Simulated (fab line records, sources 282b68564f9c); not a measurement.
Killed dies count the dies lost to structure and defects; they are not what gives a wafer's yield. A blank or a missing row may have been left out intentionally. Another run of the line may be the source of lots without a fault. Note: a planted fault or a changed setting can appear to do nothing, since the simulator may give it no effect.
Which of the tools did it? + flow rit cmos + 14 lots, 42 wafers sampled, at 2 steps of a route of 202

== WHAT THE GAUGES SHOWED, per wafer ==
RIT_FOX1_THK_MEAS_01. Usual: for FOX1_OXIDE_THK the level is 354 nm and the standard deviation is 7.
| lot  | measured    | on            | FOX1_OXIDE_THK (nm) | flag |
|------|-------------|---------------|---------------------|------|
| L138 | day 1 18:13 | film metro-02 | 351 352 351         |      |
| L139 | day 2 00:11 | film metro-02 | 356 354 361         |      |
| L140 | day 2 03:01 | film metro-03 | 360 357 356         |      |
| L141 | day 2 10:46 | film metro-03 | 351 356 358         |      |
| L143 | day 2 19:04 | film metro-03 | 368 363 372         |      |
| L144 | day 3 00:28 | film metro-02 | 359 358 368         |      |
| L145 | day 3 05:23 | film metro-03 | 349 344 344         |      |
| L146 | day 3 10:58 | film metro-01 | 357 354 351         |      |
| L147 | day 3 14:08 | film metro-03 | 413 407 408         | OFF  |
| L151 | day 4 11:14 | film metro-02 | 404 408 413         | OFF  |
| L152 | day 4 15:39 | film metro-03 | 356 359 355         |      |
| L155 | day 5 07:44 | film metro-03 | 354 351 357         |      |
| L157 | day 5 16:14 | film metro-01 | 346 343 350         |      |
| L160 | day 6 08:05 | film metro-03 | 359 359 362         |      |

== EACH LOT AND THE TOOL THAT RAN IT (in order: tool; ch and the chambers of the sampled wafers; start) ==
| lot  | RIT_FOX1_OXIDATION_00        |
|------|------------------------------|
| L138 | furnace-03 ch 0, day 1 16:52 |
| L139 | furnace-02 ch 0, day 1 22:52 |
| L140 | furnace-02 ch 0, day 2 01:40 |
| L141 | furnace-03 ch 0, day 2 09:28 |
| L143 | furnace-02 ch 0, day 2 17:44 |
| L144 | furnace-02 ch 0, day 2 23:07 |
| L145 | furnace-03 ch 0, day 3 04:03 |
| L146 | furnace-03 ch 0, day 3 09:39 |
| L147 | furnace-03 ch 0, day 3 12:49 |
| L151 | furnace-03 ch 0, day 4 09:54 |
| L152 | furnace-02 ch 0, day 4 14:20 |
| L155 | furnace-01 ch 0, day 5 06:25 |
| L157 | furnace-02 ch 0, day 5 14:55 |
| L160 | furnace-02 ch 0, day 6 06:47 |
- RIT_FOX1_OXIDATION_00: target thk 350.7 nm, ox time 1130 s.

== AS READ BY THE TOOLS THEMSELVES (means over the sampled wafers that have a number; for cases with no such wafer, the mark the record gives instead) ==
RIT_FOX1_OXIDATION_00. Usual: spike tc centre C 1102.3 C, standard deviation 1.1; spike tc load C 1124.4 C, standard deviation 1.8; spike tc source C 1123 C, standard deviation 3.3; tube center temp C 1100 C, standard deviation 0.11; tube_center_temp_C_max 1102.9, standard deviation 0.51; zone power source pct 42.5 %, standard deviation 1.5.
| lot  | tool       | spike tc centre C (C) | spike tc load C (C) | spike tc source C (C) | tube center temp C (C) | tube_center_temp_C_max | zone power source pct (%) | flag |
|------|------------|-----------------------|---------------------|-----------------------|------------------------|------------------------|---------------------------|------|
| L138 | furnace-03 | 1101.7                | 1122.6              | 1126                  | 1100                   | 1103.1                 | 41.4                      |      |
| L139 | furnace-02 | 1102.3                | 1125.5              | 1120                  | 1100                   | 1102.9                 | 43.7                      |      |
| L140 | furnace-02 | 1102.3                | 1124.8              | 1119                  | 1100                   | 1102.7                 | 43.8                      |      |
| L141 | furnace-03 | 1102.8                | 1124.3              | 1126                  | 1100                   | 1102.6                 | 41.4                      |      |
| L143 | furnace-02 | 1103.4                | 1126.0              | 1120                  | 1100                   | 1102.3                 | 43.7                      |      |
| L144 | furnace-02 | 1102.8                | 1126.1              | 1119                  | 1100                   | 1103.2                 | 43.9                      |      |
| L145 | furnace-03 | 1100.8                | 1122.4              | 1126                  | 1100                   | 1102.9                 | 41.1                      |      |
| L146 | furnace-03 | 1100.9                | 1123.5              | 1126                  | 1100                   | 1102.4                 | 41.0                      |      |
| L147 | furnace-03 | 1137.4                | 1157.9              | 1161                  | 1135                   | 1138.2                 | 44.9                      | OFF  |
| L151 | furnace-03 | 1136.9                | 1158.8              | 1162                  | 1135                   | 1138.3                 | 44.4                      | OFF  |
| L152 | furnace-02 | 1103.8                | 1125.2              | 1119                  | 1100                   | 1102.9                 | 43.9                      |      |
| L155 | furnace-01 | 1103.1                | 1123.7              | 1126                  | 1100                   | 1103.0                 | 40.8                      |      |
| L157 | furnace-02 | 1102.8                | 1125.9              | 1119                  | 1100                   | 1102.9                 | 44.0                      |      |
| L160 | furnace-02 | 1102.1                | 1125.8              | 1119                  | 1100                   | 1102.9                 | 44.4                      |      |

== THE ANSWER, worked out from the rows above alone ==
Rule: a lot counts as off when the mean over its wafers that have a number is more than 3 standard deviations away from the usual mean. Also off: a lot with no number at a reading for which 4 or more lots have one. Where the step has rows for the other lots, those lots are counted as sound. Order of review: gauges by route order, followed by the tools' own readings, for which a lot's mean as printed above is used. The first step at which some lot is off is used, and at that step the reading that is off furthest; a lot without a number counts as furthest.
Off: L147, L151, at RIT_FOX1_THK_MEAS_01 (FOX1_OXIDE_THK).
If a tool, at a process step before that reading, ran all the lots that are off and no sound lot after the first of them, it fits. The gauges at RIT_FOX1_THK_MEAS_01 aren't tried: what is off there is off at RIT_FOX1_OXIDATION_00 too, on other tools, and a gauge's error can't cause that. One candidate fits, namely furnace-03 at RIT_FOX1_OXIDATION_00. A fault onset in the window from L146 (day 3 09:39, its last sound lot) to L147 (day 3 12:49, its first lot off) fits.
The tool's own readings at RIT_FOX1_OXIDATION_00 bear it out: on the lots that are off they differ by more than 5 times the standard deviation of the sound lots' means. spike tc centre C reads 1137.2 C there against 1102.4 C on the sound lots; spike tc load C reads 1158.3 C there against 1124.7 C on the sound lots; spike tc source C reads 1162 C there against 1122 C on the sound lots; tube center temp C reads 1135 C there against 1100 C on the sound lots; tube_center_temp_C_max reads 1138.2 there against 1102.8 on the sound lots.

== WHAT THE SIMULATOR HAD PUT IN ==
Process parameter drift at RIT_FOX1_OXIDATION_00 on furnace-03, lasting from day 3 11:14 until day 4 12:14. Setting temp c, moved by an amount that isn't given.
Lots struck among those shown: L147, L151. The rule above found the same.
